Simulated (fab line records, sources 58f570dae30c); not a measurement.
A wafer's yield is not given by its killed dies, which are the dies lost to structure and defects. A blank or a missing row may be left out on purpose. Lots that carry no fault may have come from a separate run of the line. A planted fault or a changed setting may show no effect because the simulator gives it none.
Which tool is to blame? + flow berkeleyCmos170 + 14 lots, 42 wafers sampled, at 4 steps of a route of 331

WHAT THE GAUGES READ, wafer by wafer
UCB170_V2_CD_MEAS_90: the cd target is 700 nm. Usual: cdNm 700.2 nm, standard deviation 1.7.
| lot  | measured     | on       | cdNm (nm)         | flag |
|------|--------------|----------|-------------------|------|
| L212 | day 8 21:16  | cdSem-01 | 701.0 700.0 701.2 |      |
| L214 | day 9 03:11  | cdSem-02 | 701.0 701.8 702.9 |      |
| L215 | day 9 03:54  | cdSem-02 | 700.0 702.5 702.2 |      |
| L213 | day 9 04:47  | cdSem-01 | 700.8 700.7 701.7 |      |
| L217 | day 9 22:28  | cdSem-01 | 701.6 700.9 701.8 |      |
| L216 | day 9 23:52  | cdSem-01 | 701.6 702.8 702.9 |      |
| L218 | day 10 00:24 | cdSem-01 | 700.6 700.5 700.5 |      |
| L221 | day 10 10:53 | cdSem-02 | 698.5 699.0 698.9 |      |
| L222 | day 10 11:09 | cdSem-01 | 696.5 697.2 697.1 |      |
| L220 | day 10 12:29 | cdSem-01 | 700.4 700.2 701.1 |      |
| L223 | day 11 01:25 | cdSem-01 | 703.0 701.0 700.9 |      |
| L226 | day 11 19:19 | cdSem-02 | 698.8 698.8 699.9 |      |
| L232 | day 13 02:25 | cdSem-01 | 697.0 697.4 696.7 |      |
| L231 | day 13 04:13 | cdSem-02 | 699.3 700.5 700.6 |      |

UCB170_M3_OVL_MEAS_16. Usual: M3_OVL typically reads -3 nm, with standard deviation 5.7.
| lot  | measured     | on         | M3_OVL (nm) | flag |
|------|--------------|------------|-------------|------|
| L212 | day 8 23:51  | overlay-02 | -2 -5 4     |      |
| L214 | day 9 05:44  | overlay-01 | -3 -2 1     |      |
| L215 | day 9 06:13  | overlay-02 | 1 -9 -7     |      |
| L213 | day 9 07:04  | overlay-01 | -4 3 4      |      |
| L217 | day 10 01:02 | overlay-01 | 8 6 4       |      |
| L216 | day 10 01:59 | overlay-02 | -3 -4 -3    |      |
| L218 | day 10 02:32 | overlay-01 | -1 -2 -7    |      |
| L221 | day 10 13:31 | overlay-02 | -7 -8 -10   |      |
| L222 | day 10 14:01 | overlay-01 | -4 -13 -4   |      |
| L220 | day 10 15:01 | overlay-01 | 0 2 0       |      |
| L223 | day 11 03:44 | overlay-02 | -12 -15 -2  |      |
| L226 | day 11 22:04 | overlay-01 | -3 1 8      |      |
| L232 | day 13 04:59 | overlay-01 | -5 10 2     |      |
| L231 | day 13 06:53 | overlay-01 | -4 -3 -3    |      |

TOOL THAT RAN EACH LOT (tool first, then ch and the chambers of the sampled wafers, then the start)
| lot  | UCB170_CONTACT_ETCH_17            | UCB170_M1_ETCH_11                 |
|------|-----------------------------------|-----------------------------------|
| L212 | rieDiel-03 ch 1,2,3, day 8 07:58  | rieDiel-01 ch 1,2,3, day 8 10:13  |
| L214 | rieDiel-04 ch 0,1,2, day 8 15:30  | rieDiel-03 ch 0,1,3, day 8 17:27  |
| L215 | rieDiel-01 ch 2,3, day 8 16:04    | rieDiel-02 ch 0,1,3, day 8 17:59  |
| L213 | rieDiel-04 ch 0,1,2, day 8 16:20  | rieDiel-01 ch 1,2,3, day 8 18:25  |
| L217 | rieDiel-03 ch 0,1, day 9 10:08    | rieDiel-02 ch 0,1,3, day 9 12:51  |
| L216 | rieDiel-04 ch 0,2,3, day 9 10:35  | rieDiel-01 ch 0,1, day 9 13:25    |
| L218 | rieDiel-01 ch 0,2,3, day 9 10:56  | rieDiel-02 ch 0,1,3, day 9 13:41  |
| L221 | rieDiel-03 ch 0,1,2, day 9 19:43  | rieDiel-02 ch 1,2,3, day 9 21:48  |
| L222 | rieDiel-04 ch 0,2,3, day 9 21:28  | rieDiel-02 ch 0,1,2, day 10 00:14 |
| L220 | rieDiel-03 ch 0,2,3, day 9 21:41  | rieDiel-01 ch 0,2, day 10 00:20   |
| L223 | rieDiel-03 ch 0,2,3, day 10 11:28 | rieDiel-02 ch 1,3, day 10 13:49   |
| L226 | rieDiel-01 ch 0,2,3, day 11 06:53 | rieDiel-01 ch 0,3, day 11 08:49   |
| L232 | rieDiel-04 ch 0,1,3, day 12 14:34 | rieDiel-01 ch 0,1,3, day 12 16:29 |
| L231 | rieDiel-03 ch 0,1,2, day 12 14:41 | rieDiel-03 ch 1,2,3, day 12 16:40 |
- UCB170_CONTACT_ETCH_17: etches BARC in N2/H2.
- UCB170_M1_ETCH_11: etches BARC in N2/H2.

WHAT THE TOOLS THEMSELVES READ (means of the sampled wafers that have a number; where no wafer has one, the mark that the record gives instead)
UCB170_CONTACT_ETCH_17. Usual: drypumpMotorCurrentA 5.7 A, standard deviation 0.59; n2FlowSccm 100.0 sccm, standard deviation 0.32; oesProductAu 0.998 a.u., standard deviation 0.024; throttleValvePct 13.28 %, standard deviation 0.15.
| lot  | tool       | drypumpMotorCurrentA (A) | n2FlowSccm (sccm) | oesProductAu (a.u.) | throttleValvePct (%) | flag |
|------|------------|--------------------------|-------------------|---------------------|----------------------|------|
| L212 | rieDiel-03 | 6.0                      | 100.1             | 0.989               | 13.34                |      |
| L214 | rieDiel-04 | 5.6                      | 100.0             | 1.004               | 13.33                |      |
| L215 | rieDiel-01 | 5.2                      | 100.1             | 0.990               | 13.05                |      |
| L213 | rieDiel-04 | 5.6                      | 99.7              | 1.007               | 13.32                |      |
| L217 | rieDiel-03 | 6.5                      | 100.1             | 1.017               | 13.40                |      |
| L216 | rieDiel-04 | 5.4                      | 99.9              | 0.992               | 13.35                |      |
| L218 | rieDiel-01 | 5.2                      | 99.9              | 0.991               | 13.17                |      |
| L221 | rieDiel-03 | 6.4                      | 100.2             | 1.013               | 13.33                |      |
| L222 | rieDiel-04 | 5.4                      | 100.1             | 0.990               | 13.35                |      |
| L220 | rieDiel-03 | 5.9                      | 100.3             | 1.002               | 13.29                |      |
| L223 | rieDiel-03 | 5.9                      | 99.9              | 0.998               | 13.29                |      |
| L226 | rieDiel-01 | 5.2                      | 99.7              | 0.984               | 13.17                |      |
| L232 | rieDiel-04 | 5.3                      | 100.1             | 0.978               | 13.29                |      |
| L231 | rieDiel-03 | 6.4                      | 100.4             | 1.018               | 13.34                |      |

UCB170_M1_ETCH_11. Usual: drypumpMotorCurrentA 5.7 A, standard deviation 0.54; n2FlowSccm 100.0 sccm, standard deviation 0.32; oesProductAu 0.996 a.u., standard deviation 0.023; throttleValvePct 13.23 %, standard deviation 0.17.
| lot  | tool       | drypumpMotorCurrentA (A) | n2FlowSccm (sccm) | oesProductAu (a.u.) | throttleValvePct (%) | flag |
|------|------------|--------------------------|-------------------|---------------------|----------------------|------|
| L212 | rieDiel-01 | 5.5                      | 99.9              | 0.994               | 13.12                |      |
| L214 | rieDiel-03 | 6.0                      | 100.1             | 0.998               | 13.35                |      |
| L215 | rieDiel-02 | 5.7                      | 99.7              | 0.982               | 13.24                |      |
| L213 | rieDiel-01 | 5.4                      | 99.8              | 1.000               | 13.12                |      |
| L217 | rieDiel-02 | 5.7                      | 100.0             | 0.983               | 13.24                |      |
| L216 | rieDiel-01 | 5.7                      | 100.1             | 1.012               | 13.37                |      |
| L218 | rieDiel-02 | 5.6                      | 100.0             | 0.986               | 13.24                |      |
| L221 | rieDiel-02 | 5.8                      | 100.0             | 0.996               | 13.11                |      |
| L222 | rieDiel-02 | 5.6                      | 99.9              | 0.993               | 13.28                |      |
| L220 | rieDiel-01 | 5.3                      | 99.9              | 1.003               | 13.18                |      |
| L223 | rieDiel-02 | 5.9                      | 100.2             | 0.990               | 13.07                |      |
| L226 | rieDiel-01 | 5.2                      | 100.3             | 0.978               | 13.29                |      |
| L232 | rieDiel-01 | 5.5                      | 100.1             | 1.000               | 13.25                |      |
| L231 | rieDiel-03 | 6.0                      | 100.0             | 0.999               | 13.34                |      |

THE ANSWER, worked out from the rows above alone
Rule: take the mean of a lot's wafers that have a number; if it is more than 3 standard deviations from the usual mean, the lot is off. Also off: a lot with no number at a reading for which 4 or more lots have one. Any other lot the step has rows for is counted as sound. Order of review: gauges by route order, followed by the tools' own readings, for which a lot's mean as printed above is used. At the first step where some lot is off, the reading lying furthest off is the one used; lots without a number count as furthest.
No lot is off on any of the readings shown, so nothing can be concluded from this.

WHAT THE SIMULATOR PUT IN
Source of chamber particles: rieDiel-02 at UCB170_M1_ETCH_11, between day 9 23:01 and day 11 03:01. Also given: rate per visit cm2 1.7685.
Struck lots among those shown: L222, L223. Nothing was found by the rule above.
